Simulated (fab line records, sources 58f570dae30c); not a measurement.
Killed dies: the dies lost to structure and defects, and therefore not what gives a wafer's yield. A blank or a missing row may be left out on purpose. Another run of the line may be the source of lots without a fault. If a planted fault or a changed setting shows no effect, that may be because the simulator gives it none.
fab line records	flow berkeley_cmos170
[record] lots = 15	wafers = 45	last_day = 11
route steps=331 shown GATE@141 NSD@190 BACKSIDE@202
lots that met no fault: taken from a fault-free run of the same line
start_h: start of the lot's first displayed wafer, in hours after the record's first day	wait_h: hours elapsed since this lot's preceding step	" unchanged from the row above	L1.1+2: several wafers, shown together as one row	- no value, or no start was given	* or withheld: withheld	< > ~ a bound
route shown NAME@n: names a module that has steps shown in the file, with the first one's number in the route	usual: the fault-free wafers' mean and standard deviation	same: alike in all rows	chamber/n: place in a boat	sites: each site's reading	_std_site: how widely they spread, as a standard deviation	_edge_site: mean of outer sites minus mean of inner sites	radius_mm: for every site, how far away it sits from the centre of the wafer	mask NAME#n: copy n	behind: the most recent tool/chamber to have shaped the wafer	hold: the reason the lot was held/the length of the hold in hours/how it ended	device: names the non-switching transistor (n, p or np)	end of line: the same wafers' tests at the end of the route	a step with no rows: only its recipe	killed: dies lost to structure and defects at the first sort, not the wafer's yield	map: per-die view of a wafer (x killed, . not killed, _ where there is no die)
set.NAME: the setting as run; set.NAME@STEP: as run at that earlier step	model.NAME: the simulator's own value behind a step, which no gauge read
route steps across a sampled set of lots; one table per step, one row per wafer
services: when a tool's chamber went out of use (start_h, in hours from the record's first day, below 0 if earlier), for how many hours, and the reason
[[steps]]
[step UCB170_GATE_ETCH_15]
[recipe] chemistry = HBr/Cl2	target = poly-Si	stop_on = SiO2	over_etch_frac = 0.3	icp_w = 300	bias_w = 150	time_s = 56.3	pressure_mtorr = 15	HBr_flow_sccm = 150	Cl2_flow_sccm = 50	target_depth_a = 2782
[usual] drypump_motor_current_A = 5.9/0.34	oes_product_au = 0.833/0.017	throttle_valve_pct = 26.47/0.15
lot.wafer	tool	chamber	start_h	wait_h	drypump_motor_current_A	oes_product_au	rf_hours_counter_h	throttle_valve_pct
L389.2	rie_si-01	1	117.41	-	5.7	0.812	55	26.29
L389.3	"	2	"	"	6.0	0.857	2	26.58
L389.6	"	2	"	"	6.0	0.854	-	26.56
L391.1	rie_si-02	0	131.08	-	5.9	0.809	100	26.64
L391.4	"	2	"	"	6.0	0.841	29	26.38
L391.6	"	1	"	"	5.8	0.845	-	26.54
L392.3	rie_si-02	2	140.60	-	6.0	0.839	29	26.38
L392.5	"	0	"	"	5.9	0.808	-	26.65
L392.6	"	3	"	"	6.1	0.839	-	26.30
L393.1	rie_si-01	2	142.32	-	6.0	0.863	2	26.57
L393.4	"	3	"	"	6.5	0.849	90	26.67
L393.5	"	1	"	"	5.7	0.811	-	26.29
L394.1	rie_si-02	0	142.44	-	5.9	0.822	100	26.64
L394.2	"	1	"	"	5.8	0.843	88	26.53
L394.5	"	1	"	"	5.8	0.854	-	26.53
L397.1	rie_si-01	2	158.32	-	6.0	0.852	2	26.57
L397.3	"	3	"	"	6.5	0.839	90	26.69
L397.4	"	2	"	"	6.0	0.855	-	26.56
L402.3	rie_si-02	3	191.49	-	6.2	0.835	2	26.30
L402.4	"	0	"	"	5.9	0.816	100	26.66
L402.5	"	1	"	"	5.8	0.840	-	26.53
L403.1	rie_si-01	2	191.77	-	6.0	0.851	2	26.56
L403.3	"	0	"	"	5.1	0.828	0	26.33
L403.6	"	2	"	"	6.0	0.859	-	26.56
L404.3	rie_si-02	0	191.89	-	5.9	0.811	100	26.64
L404.4	"	1	"	"	5.8	0.836	88	26.52
L404.6	"	3	"	"	6.2	0.839	-	26.29
L405.4	rie_si-01	2	205.68	-	6.0	0.850	2	26.58
L405.5	"	2	"	"	6.0	0.853	-	26.57
L405.6	"	3	"	"	6.5	0.837	-	26.68
L408.1	rie_si-01	3	214.12	-	6.5	0.834	90	26.68
L408.4	"	0	"	"	5.1	0.821	0	26.34
L408.6	"	2	"	"	6.0	0.853	-	26.57
L407.3	rie_si-02	0	214.32	-	5.9	0.816	100	26.64
L407.4	"	1	"	"	5.8	0.844	89	26.53
L407.6	"	2	"	"	5.9	0.847	-	26.39
L412.1	rie_si-01	0	222.07	-	5.1	0.824	0	26.34
L412.3	"	3	"	"	6.5	0.830	90	26.67
L412.4	"	1	"	"	5.7	0.801	55	26.30
L410.1	rie_si-02	3	222.34	-	6.2	0.838	2	26.31
L410.5	"	1	"	"	5.8	0.847	-	26.54
L410.6	"	2	"	"	6.0	0.851	-	26.38
L411.2	rie_si-02	1	222.58	-	5.8	0.830	89	26.52
L411.5	"	1	"	"	5.8	0.846	-	26.53
L411.6	"	0	"	"	5.9	0.821	-	26.64
[step UCB170_NSD_EXPOSE_03]
[recipe] mask_id = NSELECT_MOD	na = 0.5	sigma_outer = 0.6	source_shape = conventional	target_cd_nm = 1200	dose_mj = 30
[usual] exposure_dose_mJ_cm2 = 30.108/0.027	focus_offset_nm = -0.1/0.59	reticle_temp_C = 22.98/0.11	sigma_outer = 0.6/0
lot.wafer	tool	chamber	start_h	wait_h	mask	exposure_dose_mJ_cm2	focus_offset_nm	reticle_temp_C	sigma_outer
L389.2	krf_scanner-01	0	129.27	0.2	NSELECT_MOD#0	30.153	-0.2	23.09	0.6
L389.3	"	0	"	"	NSELECT_MOD#0	30.156	-0.9	23.08	0.6
L389.6	"	0	"	"	NSELECT_MOD#0	30.132	-1.1	23.15	0.6
L391.1	krf_scanner-01	0	143.90	0.2	NSELECT_MOD#0	30.116	-0.7	23.01	0.6
L391.4	"	0	"	"	NSELECT_MOD#0	30.108	0.1	22.98	0.6
L391.6	"	0	"	"	NSELECT_MOD#0	30.094	-0.5	23.08	0.6
L394.1	krf_scanner-01	0	151.17	0.1	NSELECT_MOD#0	30.099	-0.1	22.75	0.6
L394.2	"	0	"	"	NSELECT_MOD#0	30.100	-0.5	22.87	0.6
L394.5	"	0	"	"	NSELECT_MOD#0	30.101	0.2	23.11	0.6
L392.3	krf_scanner-01	0	151.60	0.1	NSELECT_MOD#0	30.091	-0.5	22.98	0.6
L392.5	"	0	"	"	NSELECT_MOD#0	30.097	-0.6	23.03	0.6
L392.6	"	0	"	"	NSELECT_MOD#0	30.085	-0.8	22.86	0.6
L393.1	krf_scanner-01	0	152.05	0.1	NSELECT_MOD#0	30.104	-0.1	23.01	0.6
L393.4	"	0	"	"	NSELECT_MOD#0	30.118	-0.4	22.94	0.6
L393.5	"	0	"	"	NSELECT_MOD#0	30.125	-0.6	22.90	0.6
L397.1	krf_scanner-01	0	170.19	0.1	NSELECT_MOD#0	30.141	-0.6	22.83	0.6
L397.3	"	0	"	"	NSELECT_MOD#0	30.124	-0.2	22.80	0.6
L397.4	"	0	"	"	NSELECT_MOD#0	30.132	-0.1	22.83	0.6
L402.3	krf_scanner-01	-	203.45	0.1	NSELECT_MOD#0	-	-	-	-
L402.4	"	-	"	"	NSELECT_MOD#0	-	-	-	-
L402.5	"	-	"	"	NSELECT_MOD#0	-	-	-	-
L404.3	krf_scanner-02	-	203.75	0.2	NSELECT_MOD#0	-	-	-	-
L404.4	"	-	"	"	NSELECT_MOD#0	-	-	-	-
L404.6	"	-	"	"	NSELECT_MOD#0	-	-	-	-
L403.1	krf_scanner-01	-	203.96	0.3	NSELECT_MOD#0	-	-	-	-
L403.3	"	-	"	"	NSELECT_MOD#0	-	-	-	-
L403.6	"	-	"	"	NSELECT_MOD#0	-	-	-	-
L405.4	krf_scanner-02	0	218.27	0.3	NSELECT_MOD#0	30.066	-1.0	23.05	0.6
L405.5	"	0	"	"	NSELECT_MOD#0	30.102	-1.1	23.12	0.6
L405.6	"	0	"	"	NSELECT_MOD#0	30.118	-0.2	22.97	0.6
L408.1	krf_scanner-01	0	223.06	0.1	NSELECT_MOD#0	30.092	-0.1	23.13	0.6
L408.4	"	0	"	"	NSELECT_MOD#0	30.098	0.2	23.11	0.6
L408.6	"	0	"	"	NSELECT_MOD#0	30.057	-0.9	23.11	0.6
L407.3	krf_scanner-02	0	223.66	0.2	NSELECT_MOD#0	30.060	0.0	22.90	0.6
L407.4	"	0	"	"	NSELECT_MOD#0	30.089	0.3	22.83	0.6
L407.6	"	0	"	"	NSELECT_MOD#0	30.042	0.1	22.84	0.6
L410.1	krf_scanner-01	0	233.48	0.3	NSELECT_MOD#0	30.129	0.3	22.94	0.6
L410.5	"	0	"	"	NSELECT_MOD#0	30.096	0.3	23.04	0.6
L410.6	"	0	"	"	NSELECT_MOD#0	30.107	0.4	22.91	0.6
L411.2	krf_scanner-02	0	233.89	0.2	NSELECT_MOD#0	30.150	0.0	23.13	0.6
L411.5	"	0	"	"	NSELECT_MOD#0	30.114	-0.2	23.00	0.6
L411.6	"	0	"	"	NSELECT_MOD#0	30.079	-0.2	23.01	0.6
L412.1	krf_scanner-01	0	234.20	0.2	NSELECT_MOD#0	30.121	0.6	22.92	0.6
L412.3	"	0	"	"	NSELECT_MOD#0	30.059	0.5	22.91	0.6
L412.4	"	0	"	"	NSELECT_MOD#0	30.106	0.4	23.04	0.6
[step UCB170_BACKSIDE_STRIP_03]
[recipe] chemistry = O2	power_w = 400	pressure_mtorr = 3500	platen_temp_c = withheld	o2_flow_sccm = 400	overash_fraction = 0.5
[usual] drypump_motor_current_A = 5.7/0.48	o2_flow_sccm = 400.2/1.2	oes_product_au = 0.735/0.0047	strip_time_to_endpoint_s = 21.97/0.061
lot.wafer	tool	chamber	start_h	wait_h	drypump_motor_current_A	o2_flow_sccm	oes_product_au	rf_hours_counter_h	strip_time_to_endpoint_s
L389.2	plasma_asher-01	1	130.85	0.1	5.2	398.7	0.730	1	22.05
L389.3	"	1	"	"	5.2	398.1	0.734	-	22.06
L389.6	"	1	"	"	5.2	397.8	0.730	-	22.06
L391.1	plasma_asher-04	1	145.75	0.1	6.1	402.3	0.742	45	21.92
L391.4	"	1	"	"	6.1	400.5	0.737	-	21.88
L391.6	"	0	"	"	5.7	401.3	0.736	-	21.92
L394.1	plasma_asher-04	0	153.68	0.1	5.8	401.0	0.745	45	21.93
L394.2	"	1	"	"	6.1	399.4	0.732	45	21.97
L394.5	"	1	"	"	6.1	399.2	0.727	-	21.97
L392.3	plasma_asher-03	0	154.10	0.1	6.3	398.0	0.736	-	22.01
L392.5	"	0	"	"	6.3	398.5	0.739	-	21.98
L392.6	"	1	"	"	5.0	398.9	0.730	-	21.95
L393.1	plasma_asher-04	1	154.85	0.1	6.1	399.4	0.729	46	22.00
L393.4	"	0	"	"	5.8	400.2	0.730	-	21.98
L393.5	"	0	"	"	5.8	401.0	0.730	-	22.01
L397.1	plasma_asher-03	1	171.67	0.1	5.0	400.9	0.740	41	22.06
L397.3	"	0	"	"	6.3	400.5	0.726	-	22.06
L397.4	"	1	"	"	5.1	399.0	0.725	-	22.03
L402.3	plasma_asher-01	0	205.29	0.1	5.3	400.5	0.737	-	22.03
L402.4	"	1	"	"	5.2	399.1	0.732	-	21.99
L402.5	"	1	"	"	5.2	400.9	0.741	-	21.98
L404.3	plasma_asher-04	1	205.33	0.1	6.1	400.8	0.732	-	22.03
L404.4	"	0	"	"	5.8	401.6	0.732	-	22.04
L404.6	"	0	"	"	5.8	400.4	0.729	-	22.02
L403.1	plasma_asher-03	1	205.71	0.1	5.1	400.3	0.730	45	22.01
L403.3	"	0	"	"	6.3	401.4	0.740	-	21.91
L403.6	"	1	"	"	5.0	399.6	0.726	-	22.01
L405.4	plasma_asher-03	1	219.82	0.1	5.1	400.0	0.738	-	21.94
L405.5	"	0	"	"	6.3	401.2	0.744	-	21.95
L405.6	"	1	"	"	5.0	401.8	0.733	-	21.96
L408.1	plasma_asher-04	0	224.95	0.1	5.8	400.5	0.737	54	21.87
L408.4	"	0	"	"	5.8	400.5	0.729	-	21.96
L408.6	"	0	"	"	5.8	400.0	0.741	-	21.96
L407.3	plasma_asher-04	0	225.58	0.1	5.8	399.0	0.742	-	21.94
L407.4	"	1	"	"	6.1	400.8	0.730	-	22.00
L407.6	"	0	"	"	5.8	397.6	0.734	-	21.98
L410.1	plasma_asher-01	0	235.43	0.1	5.3	401.5	0.728	12	21.97
L410.5	"	1	"	"	5.1	402.4	0.739	-	21.90
L410.6	"	0	"	"	5.3	401.0	0.740	-	21.96
L411.2	plasma_asher-03	1	235.82	0.1	5.1	398.9	0.735	49	21.96
L411.5	"	0	"	"	6.3	399.5	0.738	-	21.93
L411.6	"	1	"	"	5.0	398.7	0.730	-	21.87
L412.1	plasma_asher-01	0	235.88	0.1	5.3	401.5	0.732	12	22.01
L412.3	"	0	"	"	5.3	401.0	0.729	-	21.97
L412.4	"	1	"	"	5.2	401.6	0.740	-	21.95
[step UCB170_SDANNEAL_RS_MEAS_03]
[recipe] thk_meas_gauge = four-point-probe
[usual] NSD_RS = 37.30/0.093
lot.wafer	tool	chamber	start_h	wait_h	NSD_RS[ohm/sq]
L389.2	film_metro-01	-	131.50	0.1	37.27
L389.3	"	-	"	"	37.31
L389.6	"	-	"	"	37.32
L391.1	film_metro-03	-	146.29	0.1	37.33
L391.4	"	-	"	"	37.40
L391.6	"	-	"	"	37.45
L394.1	film_metro-02	-	155.78	0.1	37.20
L394.2	"	-	"	"	37.28
L394.5	"	-	"	"	37.32
L392.3	film_metro-03	-	155.82	0.1	37.31
L392.5	"	-	"	"	37.30
L392.6	"	-	"	"	37.20
L393.1	film_metro-01	-	155.94	0.1	37.33
L393.4	"	-	"	"	37.27
L393.5	"	-	"	"	37.36
L397.1	film_metro-03	-	172.19	0.1	37.44
L397.3	"	-	"	"	37.38
L397.4	"	-	"	"	37.29
L402.3	film_metro-03	-	205.82	0.1	37.30
L402.4	"	-	"	"	37.31
L402.5	"	-	"	"	37.43
L404.3	film_metro-02	-	205.99	0.1	37.23
L404.4	"	-	"	"	37.38
L404.6	"	-	"	"	37.36
L403.1	film_metro-01	-	206.23	0.1	37.34
L403.3	"	-	"	"	37.41
L403.6	"	-	"	"	37.42
L405.4	film_metro-02	-	220.54	0.1	37.26
L405.5	"	-	"	"	37.35
L405.6	"	-	"	"	37.26
L408.1	film_metro-01	-	225.48	0.1	37.21
L408.4	"	-	"	"	37.27
L408.6	"	-	"	"	37.25
L407.3	film_metro-02	-	226.12	0.1	37.10
L407.4	"	-	"	"	37.19
L407.6	"	-	"	"	37.08
L410.1	film_metro-02	-	236.07	0.1	37.33
L410.5	"	-	"	"	37.27
L410.6	"	-	"	"	37.33
L412.1	film_metro-03	-	236.47	0.1	37.25
L412.3	"	-	"	"	37.35
L412.4	"	-	"	"	37.33
L411.2	film_metro-02	-	236.62	0.1	37.29
L411.5	"	-	"	"	37.26
L411.6	"	-	"	"	37.40
[[services]]
tool	chamber	start_h	hours	kind
krf_scanner-02	-	96.80	1.6	repair
krf_scanner-02	-	106.79	0.2	repair
plasma_asher-01	-	108.78	9.0	pm
plasma_asher-01	0	108.78	9.0	vent_cycle
plasma_asher-01	1	108.78	9.0	vent_cycle
plasma_asher-01	0	117.78	-	clean
plasma_asher-01	1	117.78	-	clean
krf_scanner-02	-	119.21	1.3	pm
plasma_asher-04	-	124.88	0.6	repair
rie_si-01	-	131.86	3.2	repair
rie_si-01	-	137.06	0.3	repair
rie_si-02	2	142.23	3.2	repair
krf_scanner-01	-	144.90	0.8	pm
krf_scanner-01	-	146.62	1.3	pm
rie_si-01	1	147.92	4.2	repair
rie_si-01	0	152.13	-	clean
rie_si-01	0	152.13	22.2	scheduled_down
rie_si-01	0	152.13	22.2	vent_cycle
plasma_asher-01	-	165.91	4.3	pm
krf_scanner-02	-	171.65	1.0	pm
krf_scanner-02	-	210.50	4.0	pm
krf_scanner-01	-	214.52	4.0	pm
rie_si-01	-	220.79	0.2	repair
rie_si-01	1	223.82	28.2	repair
[[key]]
[first_sign] step = UCB170_NSD_EXPOSE_03	reading = tool_record	direction = missing
effect none on later readings
met_at UCB170_NSD_EXPOSE_03
struck_lots L402,L403,L404
sort_left_out L402.3,L402.4,L402.5,L403.1,L403.3,L403.6,L404.3,L404.4,L404.6
tester_left_out L402,L403,L404
[loop_trim] step = UCB170_GATE_EXPOSE_09	setting = dose	lots = L402,L403
not_acting_at UCB170_GATE_ETCH_15,UCB170_BACKSIDE_STRIP_03,UCB170_SDANNEAL_RS_MEAS_03
onset_between 170.19 203.45
[fault] kind = skipped_step_whole	tool = krf_scanner-01,krf_scanner-02	chamber = -	onset_h = 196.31	steps = UCB170_NSD_EXPOSE_03	scope = struck_lots_only
// tester_left_out: of these lots the tester's yield and bins aren't shown, on N5 and GAA mostly nor the transistor test; their killed dies are dies lost to structure and defects alone, not to doping, threshold or leakage, so they don't give the yield
// sort_left_out: the simulated sort isn't trusted on such a fault, so these wafers' sort isn't shown, and their yield isn't known
// loop_trim: a control loop set the setting to another value than it would have without faults
